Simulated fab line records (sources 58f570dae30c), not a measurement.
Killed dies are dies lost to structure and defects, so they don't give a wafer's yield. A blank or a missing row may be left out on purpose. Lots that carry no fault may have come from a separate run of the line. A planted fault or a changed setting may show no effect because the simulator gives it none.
Which tool was responsible? -- flow berkeley_cmos170 -- 7 lots (21 wafers sampled), 1 step of a 331-step route

WHAT THE GAUGES SHOWED, per wafer
UCB170_SILICIDE_RS_MEAS_02: uses a four-point probe to measure.
lot,measured,on,SILICIDE_TI_RS (ohm/sq)
L919,day 8 12:14,film_metro-04,26.1 25.8 25.9
L925,day 9 22:42,film_metro-04,26.7 26.5 26.4
L930,day 10 08:30,film_metro-02,26.0 26.0 26.0
L927,day 10 09:36,film_metro-02,26.0 25.5 25.8
L936,day 12 03:06,film_metro-01,26.7 26.3 26.1
L935,day 12 03:39,film_metro-04,26.1 26.5 26.0
L940,day 12 10:58,film_metro-01,26.9 26.6 26.9

WHAT TOOL EACH LOT RAN ON (gives the tool, then ch and the chambers of the sampled wafers, and finally the start)
Record: no process step prior to these readings.

THE ANSWER, worked out from the rows above alone
Rule: the lots themselves supply what counts as usual. The widest of any qualifying gaps counts: lots, ordered by their means at a reading, are off when they make up no more than a third of the lots, leave a main group of 4 or more, and stand apart from it by 3 or more times the standard deviation of that group's means. A main group whose means are all the same, to the digits that the tables above print for the reading, isn't used. A lot without any number at a reading at which 4 lots or more have one is off too. All remaining lots with rows at the step are treated as sound.
No lot is off on any of the readings shown, so nothing can be concluded from this.

WHAT HAD BEEN PUT IN BY THE SIMULATOR
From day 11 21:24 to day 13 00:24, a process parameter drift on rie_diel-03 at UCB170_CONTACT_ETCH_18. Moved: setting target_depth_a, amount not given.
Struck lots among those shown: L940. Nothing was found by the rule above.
